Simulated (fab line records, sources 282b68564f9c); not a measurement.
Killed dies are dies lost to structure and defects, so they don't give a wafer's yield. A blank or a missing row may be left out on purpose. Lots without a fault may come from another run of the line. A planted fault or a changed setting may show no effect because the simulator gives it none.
fab line records | flow rit_cmos
record lots=13 wafers=39 last_day=7
route steps=202 shown ACTIVE@15 PRETRO@74 GATE@84 PLDD@120 M1@202
lots that met no fault: from a run of the same line without faults
start_h: hours from the record's first day to the start of the lot's first wafer shown | wait_h: hours since the lot's step before | " the same as in the row above | L1.1+2: a row that stands for several wafers | - no value, or no start given | * or withheld: withheld | < > ~ a bound
route shown NAME@n: a module of which the file shows steps, and the number in the route of the first | usual: mean/standard deviation of fault-free wafers | same: alike in all rows | chamber/n: place in a boat | sites: the reading at each site | _std_site: their standard deviation | _edge_site: outer sites' mean less inner sites' | radius_mm: how far each site lies from the wafer's centre | mask NAME#n: copy n | behind: the tool/chamber that last shaped the wafer | hold: why the lot was held/for how many hours/how that ended | device: the transistor (n, p or np) that didn't switch | end of line: the same wafers' tests at the end of the route | a step without rows: its recipe alone | killed: dies lost to structure and defects at the first sort, not the wafer's yield | map: a wafer's dies, x killed, . not, _ none there
set.NAME: the setting as run; set.NAME@STEP: as run at that earlier step | model.NAME: the simulator's own value behind a step, which no gauge read
steps of the route over a sample of lots; a table a step, a row a wafer
services: from which hour (start_h, from the record's first day; less than 0 if before it) a tool's chamber was out of use, for how many hours, and why
## steps
# step RIT_ACTIVE_STRIP_14
# recipe chemistry=O2 time_s=180 resist=NOVOLAK platen_temp_c=withheld power_w=500 pressure_mtorr=4000 o2_flow_sccm=4000
# usual drypump_motor_current_A=5.52/0.22
# columns lot.wafer tool chamber start_h wait_h drypump_motor_current_A rf_hours_counter_h
L291.1 plasma_asher-03 1 14.84 0.1 5.73 37
L291.4 " 1 " " 5.72 -
L291.5 " 0 " " 5.74 -
L292.1 plasma_asher-04 0 20.74 0.1 5.19 23
L292.2 " 1 " " 5.56 23
L292.5 " 0 " " 5.20 -
L295.2 plasma_asher-03 1 34.97 0.1 5.69 39
L295.5 " 0 " " 5.75 -
L295.6 " 1 " " 5.72 -
L296.1 plasma_asher-04 0 39.84 0.1 5.20 25
L296.2 " 1 " " 5.55 25
L296.5 " 1 " " 5.55 -
L297.3 plasma_asher-04 0 45.17 0.1 5.20 -
L297.5 " 0 " " 5.19 -
L297.6 " 1 " " 5.55 -
L298.2 plasma_asher-02 0 50.01 0.1 5.74 40
L298.3 " 0 " " 5.75 -
L298.6 " 0 " " 5.74 -
L299.2 plasma_asher-04 0 55.40 0.1 5.19 27
L299.3 " 1 " " 5.56 -
L299.6 " 1 " " 5.55 -
L301.1 plasma_asher-03 1 64.91 0.1 5.73 42
L301.2 " 0 " " 5.77 42
L301.3 " 0 " " 5.79 -
L303.2 plasma_asher-04 1 76.36 0.1 5.55 29
L303.4 " 0 " " 5.23 -
L303.5 " 1 " " 5.57 -
L304.2 plasma_asher-04 0 80.82 0.1 5.18 30
L304.3 " 0 " " 5.20 -
L304.6 " 1 " " 5.56 -
L308.1 plasma_asher-04 0 100.14 0.1 5.20 32
L308.5 " 1 " " 5.55 -
L308.6 " 0 " " 5.21 -
L312.1 plasma_asher-04 1 119.84 0.1 5.55 34
L312.2 " 0 " " 5.21 34
L312.5 " 0 " " 5.23 -
L313.1 plasma_asher-02 0 124.97 0.1 5.73 1
L313.4 " 1 " " 5.40 -
L313.6 " 0 " " 5.74 -
# step RIT_PRETRO_TW_MEAS_10
# usual PRETRO_TW=478/9.2
# columns lot.wafer tool chamber start_h wait_h PRETRO_TW
L291.1 film_metro-01 - 32.86 0.1 470
L291.4 " - " " 471
L291.5 " - " " 470
L292.1 film_metro-03 - 36.93 0.1 490
L292.2 " - " " 491
L292.5 " - " " 491
L295.2 film_metro-01 - 51.15 0.1 470
L295.5 " - " " 466
L295.6 " - " " 468
L296.1 film_metro-03 - 56.79 0.1 486
L296.2 " - " " 488
L296.5 " - " " 486
L297.3 film_metro-03 - 61.66 0.1 488
L297.5 " - " " 485
L297.6 " - " " 487
L298.2 film_metro-03 - 67.54 0.1 486
L298.3 " - " " 486
L298.6 " - " " 488
L299.2 film_metro-01 - 72.54 0.1 469
L299.3 " - " " 471
L299.6 " - " " 470
L301.1 film_metro-04 - 84.63 0.1 472
L301.2 " - " " 474
L301.3 " - " " 476
L303.2 film_metro-04 - 93.46 0.1 474
L303.4 " - " " 476
L303.5 " - " " 475
L304.2 film_metro-03 - 97.57 0.1 489
L304.3 " - " " 492
L304.6 " - " " 493
L308.1 film_metro-04 - 117.36 0.1 472
L308.5 " - " " 473
L308.6 " - " " 474
L312.1 film_metro-01 - 136.76 0.1 471
L312.2 " - " " 474
L312.5 " - " " 471
L313.1 film_metro-01 - 141.82 0.1 470
L313.4 " - " " 469
L313.6 " - " " 467
# step RIT_GATE_CVD_08
# recipe material=poly-Si target_thk_nm=250 temp_c=610 precursor=SiH4 time_s=2220 pressure_mtorr=300 sih4_flow_sccm=100
# columns lot.wafer tool chamber start_h wait_h
L291.1+4+5 lpcvd-02 0 34.99 0.1
L292.1+2+5 lpcvd-02 1 38.89 0.1
L295.2+5+6 lpcvd-02 1 54.09 0.8
L296.1+2+5 lpcvd-01 0 59.00 0.1
L297.3+5+6 lpcvd-01 0 63.58 0.0
L298.2+3+6 lpcvd-02 1 74.96 0.0
L299.2+3+6 lpcvd-02 1 78.49 0.3
L301.1+2+3 lpcvd-02 0 87.07 0.1
L303.2+4+5 lpcvd-01 0 95.37 0.0
L304.2+3+6 lpcvd-01 0 99.49 0.0
L308.1+5+6 lpcvd-01 1 120.13 0.1
L312.1+2+5 lpcvd-02 0 139.24 0.5
L313.1+4+6 lpcvd-01 0 143.75 0.1
# step RIT_GATE_THK_MEAS_09
# recipe reads=poly-Si_of_GATE_CVD_08
# usual GATE_POLY_THK=249.5/1.9
# columns lot.wafer tool chamber start_h wait_h GATE_POLY_THK[nm]
L291.1 film_metro-02 - 36.61 0.0 250.8
L291.4 " - " " 250.1
L291.5 " - " " 252.4
L292.1 film_metro-03 - 40.51 0.0 248.5
L292.2 " - " " 250.0
L292.5 " - " " 248.6
L295.2 film_metro-03 - 55.71 0.0 246.4
L295.5 " - " " 245.7
L295.6 " - " " 248.8
L296.1 film_metro-04 - 61.43 0.0 249.3
L296.2 " - " " 251.4
L296.5 " - " " 250.8
L297.3 film_metro-03 - 66.03 0.0 249.2
L297.5 " - " " 248.6
L297.6 " - " " 248.7
L298.2 film_metro-03 - 76.58 0.0 251.5
L298.3 " - " " 249.7
L298.6 " - " " 249.9
L299.2 film_metro-04 - 80.12 0.0 250.0
L299.3 " - " " 249.3
L299.6 " - " " 249.7
L301.1 film_metro-03 - 88.69 0.0 249.2
L301.2 " - " " 249.1
L301.3 " - " " 248.6
L303.2 film_metro-02 - 97.00 0.0 251.8
L303.4 " - " " 252.1
L303.5 " - " " 250.4
L304.2 film_metro-03 - 101.12 0.0 243.8
L304.3 " - " " 247.5
L304.6 " - " " 246.7
L308.1 film_metro-02 - 121.75 0.0 252.1
L308.5 " - " " 250.6
L308.6 " - " " 250.4
L312.1 film_metro-03 - 141.66 0.0 265.7
L312.2 " - " " 268.6
L312.5 " - " " 266.4
L313.1 film_metro-04 - 145.36 0.0 252.7
L313.4 " - " " 250.1
L313.6 " - " " 249.6
# step RIT_PLDD_OVL_MEAS_06
# usual PLDD_OVL=-0.4/1.2
# columns lot.wafer tool chamber start_h wait_h PLDD_OVL[nm]
L291.1 overlay-01 - 44.03 - -0.7
L291.4 " - " " 2.4
L291.5 " - " " -0.6
L292.1 overlay-01 - 51.02 - -0.6
L292.2 " - " " 1.5
L292.5 " - " " 1.6
L295.2 overlay-02 - 63.62 - 0.0
L295.5 " - " " -0.2
L295.6 " - " " -1.0
L296.1 overlay-01 - 69.05 - -0.2
L296.2 " - " " -1.5
L296.5 " - " " -0.7
L297.3 overlay-01 - 74.41 - -0.7
L297.5 " - " " 0.4
L297.6 " - " " -0.4
L298.2 overlay-01 - 83.76 - -1.1
L298.3 " - " " -0.4
L298.6 " - " " -0.8
L299.2 overlay-02 - 87.51 - -1.1
L299.3 " - " " -1.1
L299.6 " - " " 0.5
L301.1 overlay-02 - 95.93 - 0.4
L301.2 " - " " 0.5
L301.3 " - " " -1.2
L303.2 overlay-01 - 103.89 - -0.3
L303.4 " - " " -1.1
L303.5 " - " " -1.9
L304.2 overlay-02 - 108.55 - -0.8
L304.3 " - " " 1.0
L304.6 " - " " 1.6
L308.1 overlay-02 - 128.74 - 1.3
L308.5 " - " " 1.5
L308.6 " - " " -0.1
L312.1 overlay-01 - 148.74 - -2.2
L312.2 " - " " -2.4
L312.5 " - " " 0.0
L313.1 overlay-02 - 152.26 - 0.6
L313.4 " - " " -0.3
L313.6 " - " " -1.1
# step RIT_M1_PROBE_99
# usual killed_at_M0_to_M3=0.0/0.14 killed_at_contacts=0.0/0.22 killed_at_front_end=6.9/3 killed_dies=6.9/3 killed_open=3.5/2 killed_short=3.4/2.1
# same gross_dies=264 killed_at_M4_up=0 killed_at_back_side=0 killed_at_other=0
# columns lot.wafer tool chamber start_h wait_h killed_at_M0_to_M3 killed_at_contacts killed_at_front_end killed_dies killed_open killed_short
L295.2 prober-01 - 78.27 0.1 0 0 4 4 1 3
L295.5 prober-01 - 78.42 0.2 0 0 9 9 3 6
L295.6 prober-01 - 78.47 0.2 0 0 7 7 3 4
L296.1 prober-02 - 82.84 0.1 0 0 9 9 3 6
L296.2 prober-02 - 82.89 0.1 0 0 6 6 3 3
L296.5 prober-02 - 83.04 0.2 0 0 5 5 2 3
L297.3 prober-01 - 89.54 0.2 0 0 7 7 4 3
L297.5 prober-01 - 89.64 0.2 0 0 1 1 0 1
L297.6 prober-01 - 89.69 0.2 0 0 5 5 2 3
L298.2 prober-02 - 99.92 0.1 0 0 14 14 8 6
L298.3 prober-02 - 99.97 0.2 0 0 8 8 3 5
L298.6 prober-02 - 100.12 0.2 1 0 8 9 0 9
L299.2 prober-01 - 101.84 0.1 0 0 8 8 4 4
L299.3 prober-01 - 101.89 0.2 0 0 4 4 3 1
L299.6 prober-01 - 102.04 0.2 0 0 2 2 1 1
L301.1 prober-01 - 110.48 0.1 0 0 7 7 1 6
L301.2 prober-01 - 110.53 0.1 0 0 11 11 2 9
L301.3 prober-01 - 110.58 0.2 0 0 7 7 3 4
# killed by level:class
L295.2 GATE:geometric_particle:short=2 FOX1:geometric_particle:short=1 REOX:geometric_particle:open=1
L295.5 GATE:geometric_particle:short=3 REOX:geometric_particle:short=2 SPACER:geometric_particle:open=2 GATE:geometric_particle:open=1 SPACER:geometric_particle:short=1
L295.6 GATE:geometric_particle:short=2 FOX1:geometric_particle:open=1 FOX2:geometric_particle:short=1 GATE:geometric_particle:open=1 SPACER:geometric_particle:open=1 SPACER:geometric_particle:short=1
L296.1 REOX:geometric_particle:short=3 GATE:geometric_particle:short=2 FOX1:geometric_particle:open=1 GATE:geometric_particle:open=1 SILICIDE:geometric_particle:open=1 SILICIDE:geometric_particle:short=1
L296.2 GATE:geometric_particle:short=3 GATE:geometric_particle:open=3
L296.5 SPACER:geometric_particle:short=3 GATE:geometric_particle:open=1 SILICIDE:geometric_particle:open=1
L297.3 REOX:geometric_particle:open=3 FOX2:geometric_particle:open=1 FOX2:geometric_particle:short=1 GATE:geometric_particle:short=1 SPACER:geometric_particle:short=1
L297.5 GATE:geometric_particle:short=1
L297.6 FOX1:geometric_particle:short=1 FOX2:geometric_particle:short=1 GATE:geometric_particle:short=1 GATE:geometric_particle:open=1 REOX:geometric_particle:open=1
L298.2 GATE:geometric_particle:open=4 GATE:geometric_particle:short=3 FOX1:geometric_particle:open=2 SPACER:geometric_particle:open=2 FOX2:geometric_particle:short=1 SPACER:geometric_particle:short=1 SILICIDE:geometric_particle:short=1
L298.3 SPACER:geometric_particle:short=4 GATE:geometric_particle:open=2 GATE:geometric_particle:short=1 SPACER:geometric_particle:open=1
L298.6 GATE:geometric_particle:short=3 FOX1:geometric_particle:short=2 FOX2:geometric_particle:short=2 SPACER:geometric_particle:short=1 M1:geometric_particle:short=1
L299.2 GATE:geometric_particle:open=4 GATE:geometric_particle:short=2 FOX1:geometric_particle:short=1 SILICIDE:geometric_particle:short=1
L299.3 FOX2:geometric_particle:short=1 GATE:geometric_particle:open=1 SPACER:geometric_particle:open=1 SILICIDE:geometric_particle:open=1
L299.6 FOX2:geometric_particle:short=1 GATE:geometric_particle:open=1
L301.1 GATE:geometric_particle:short=4 REOX:geometric_particle:short=2 FOX2:geometric_particle:open=1
L301.2 REOX:geometric_particle:short=4 FOX1:geometric_particle:short=2 GATE:geometric_particle:open=2 GATE:geometric_particle:short=2 SILICIDE:geometric_particle:short=1
L301.3 GATE:geometric_particle:short=2 SPACER:geometric_particle:short=2 FOX1:geometric_particle:open=1 GATE:geometric_particle:open=1 REOX:geometric_particle:open=1
## services
# columns tool chamber start_h hours kind
plasma_asher-02 - -8.39 2.8 pm
plasma_asher-02 - -3.94 14.6 pm
plasma_asher-03 - 61.16 2.7 repair
plasma_asher-02 - 70.02 8.1 repair
lpcvd-01 - 70.48 6.1 pm
lpcvd-01 - 105.36 0.9 repair
plasma_asher-02 - 108.75 9.0 pm
plasma_asher-02 0 108.75 9.0 vent_cycle
plasma_asher-02 1 108.75 9.0 vent_cycle
plasma_asher-02 0 117.75 - clean
plasma_asher-02 1 117.75 - clean
## key
first_sign step=RIT_GATE_THK_MEAS_09 reading=GATE_POLY_THK direction=up sigmas=9.2 usual=249.5 struck=266.9
effect none on later readings
met_at RIT_GATE_CVD_08
struck_lots L312
struck_wafers L312.1,L312.2,L312.5
tester_left_out L312
not_acting_at RIT_ACTIVE_STRIP_14,RIT_PRETRO_TW_MEAS_10,RIT_PLDD_OVL_MEAS_06
onset_between 87.07 139.24
fault kind=process_parameter_drift tool=lpcvd-02 chamber=0 onset_h=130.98 steps=RIT_GATE_CVD_08 channel=target_thk_nm offset=18.137 shape=step end_h=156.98 acts_in=these_recipes_only stated=250
# tester_left_out: of these lots the tester's yield and bins aren't shown, on N5 and GAA mostly nor the transistor test; their killed dies are dies lost to structure and defects alone, not to doping, threshold or leakage, so they don't give the yield
